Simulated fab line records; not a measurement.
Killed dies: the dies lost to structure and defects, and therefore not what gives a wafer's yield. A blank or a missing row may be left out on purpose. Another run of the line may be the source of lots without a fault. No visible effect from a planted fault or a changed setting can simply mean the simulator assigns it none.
Problem report, 8D (eight disciplines) form, completed by code | flow rit_cmos | the parts of the form that need people (team, actions taken, sign-off) are left out

## 1. WHAT IS WRONG
CONTACT_TEOS_THK at RIT_CONTACT_THK_MEAS_01 reads a mean of 772 nm on 1 wafer of 1 lot; wafers without a fault read 400 nm with a standard deviation of 4.8. That is +78 standard deviations from the usual mean.
Earliest sighting: wafer L663.6 on film_metro-02 at day 6 08:36. The record has a number at this step for 39 wafers belonging to 13 lots. By rule, "out" or "out of limits" means more than 4 standard deviations away from the usual mean. All remaining wafers that have a number are taken as sound.

## 2. WHAT IT IS, AND WHAT IT ISN'T
question                    | is               | is not
which readings at this step | CONTACT_TEOS_THK | -
which lots                  | L663             | L649, L651, L652, L655, L656, L657, L658, L661, L667, L668, L670, L671
which wafers of those lots  | L663.6           | L663.1, L663.3
read on which gauges        | film_metro-02    | film_metro-01, film_metro-04
when                        | from day 6 08:36 | up to then (26 sound wafers); but 12 sound wafers of L667, L668, L670, L671 came after

## 3. SUSPECTS, AND WHAT RULES EACH OUT
Counting: a tool at a process step up to the reading stays a suspect if it ran every lot that is out. Sound lots after the first of them don't rule it out here, since some wafers of a struck lot are sound.
- the gauge at RIT_CONTACT_THK_MEAS_01 has been ruled out. All the wafers that are out were read on film_metro-02, but those of them that RIT_M1_PROBE_99 has rows for are out there too, on other tools.
- pecvd-03 at RIT_CONTACT_CVD_00 (deposits SiO2 from TEOS, target thk 400 nm, time 61 s): kept. The lot that is out, L663, ran on it at day 6 08:33; the last sound lot it ran before that was L658, at day 5 02:37.
- In pecvd-03 at RIT_CONTACT_CVD_00, the wafers that are out were processed in chamber 1 and their sound lot-mates in chambers 0, 2.
The count leaves pecvd-03 at RIT_CONTACT_CVD_00.

## 4. THE CAUSE (what the simulator had put in)
pecvd-03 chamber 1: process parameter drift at RIT_CONTACT_CVD_00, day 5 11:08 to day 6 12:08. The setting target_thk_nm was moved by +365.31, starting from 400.
This tool alone remained once counting was done.

## 5. THE EFFECT CHAIN, in route order
Rows list readings where the struck wafers' mean (over those with a number) sits beyond 3 standard deviations from the usual. Only readings for which the record gives a usual standard deviation are gone through. hours: the time from each lot's start at the first step in this table that gives one to its start at this step, as a median over the lots. sigmas: the change in usual standard deviations.
hours | step                    | reading            | usual  | on struck wafers | change | sigmas
0     | RIT_CONTACT_THK_MEAS_01 | CONTACT_TEOS_THK   | 400 nm | 772              | +372   | +78
7     | RIT_M1_PROBE_99         | killed_at_contacts | 0.1    | 253.0            | +252.9 | +99 or more
7     | RIT_M1_PROBE_99         | killed_dies        | 6.6    | 264.0            | +257.4 | +92
7     | RIT_M1_PROBE_99         | killed_on_rim      | 1.8    | 70.0             | +68.2  | +49
Its process steps:
- RIT_M1_PROBE_99

## 6. HOW IT WOULD HAVE BEEN CAUGHT EARLIER
Counted from the fault's start at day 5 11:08, it took 21 hours until the first out-of-limits reading at a measuring or inspecting step in this record, taken at day 6 08:36.
No tool reading at RIT_CONTACT_CVD_00 that has a usual standard deviation in the record was out on any struck wafer, so an alarm limit of 4 standard deviations on those readings would not have fired.
All the lots that are out (1) had begun RIT_CONTACT_CVD_00 on pecvd-03 by day 6 08:36. Tool hold at that time: it would have spared none of them.
